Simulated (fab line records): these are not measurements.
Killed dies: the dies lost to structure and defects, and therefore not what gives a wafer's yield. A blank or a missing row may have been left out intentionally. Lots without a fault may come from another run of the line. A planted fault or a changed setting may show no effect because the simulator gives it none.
Which tool was responsible? | flow rit_cmos | 7 lots with 21 wafers sampled at 2 steps, on a route of 202 steps

WHAT EACH GAUGE READ, for each wafer
RIT_PRETRO_TW_MEAS_10.
lot  | measured    | on            | PRETRO_TW
L376 | day 2 18:17 | film_metro-01 | 469.9 470.6 469.1
L378 | day 3 04:35 | film_metro-01 | 472.4 469.0 468.5
L380 | day 3 13:54 | film_metro-02 | 472.9 471.5 473.1
L383 | day 4 07:31 | film_metro-02 | 471.2 472.6 470.8
L385 | day 4 14:35 | film_metro-01 | 469.6 470.4 471.1
L388 | day 5 07:23 | film_metro-03 | 486.7 489.1 491.3
L391 | day 5 20:05 | film_metro-01 | 490.1 488.7 492.3

WHICH TOOL RAN EACH LOT (tool, then ch and the chambers of the sampled wafers, then the start)
lot  | RIT_PRETRO_IMPLANT_08
L376 | implanter-02 ch 0, day 2 17:58
L378 | implanter-02 ch 0, day 3 04:16
L380 | implanter-02 ch 0, day 3 13:34
L383 | implanter-04 ch 0, day 4 07:13
L385 | implanter-02 ch 0, day 4 14:19
L388 | implanter-02 ch 0, day 5 07:04
L391 | implanter-02 ch 0, day 5 19:46
- RIT_PRETRO_IMPLANT_08

THE ANSWER, worked out from the rows above alone
Rule: the lots themselves supply what counts as usual. Put in order of their means at a reading, lots are off if they are a third of the lots or fewer, leave a main group of 4 or more, and stand apart from it by a gap of 3 or more times the standard deviation of the main group's means; of several such gaps the widest counts. Not used: any main group whose means are identical at the precision the tables above print for the reading. A lot without any number at a reading at which 4 lots or more have one is off too. Where the step has rows for the other lots, those lots are counted as sound.
Off: at RIT_PRETRO_TW_MEAS_10 (PRETRO_TW), L388, L391. For the main group the mean is 470.8 and the standard deviation 1.
If a tool, at a process step before that reading, ran all the lots that are off and no sound lot after the first of them, it fits. Gauges at RIT_PRETRO_TW_MEAS_10: tried the same way as those tools. One candidate fits, namely implanter-02 at RIT_PRETRO_IMPLANT_08. A fault onset in the window from L385 (day 4 14:19, its last sound lot) to L388 (day 5 07:04, its first lot off) fits.

WHAT THE SIMULATOR HAD PUT IN
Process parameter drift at RIT_PRETRO_IMPLANT_08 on implanter-02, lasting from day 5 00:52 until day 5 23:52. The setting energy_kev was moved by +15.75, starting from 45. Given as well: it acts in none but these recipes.
Shown lots that were struck: L388, L391. The rule above reached the same finding.
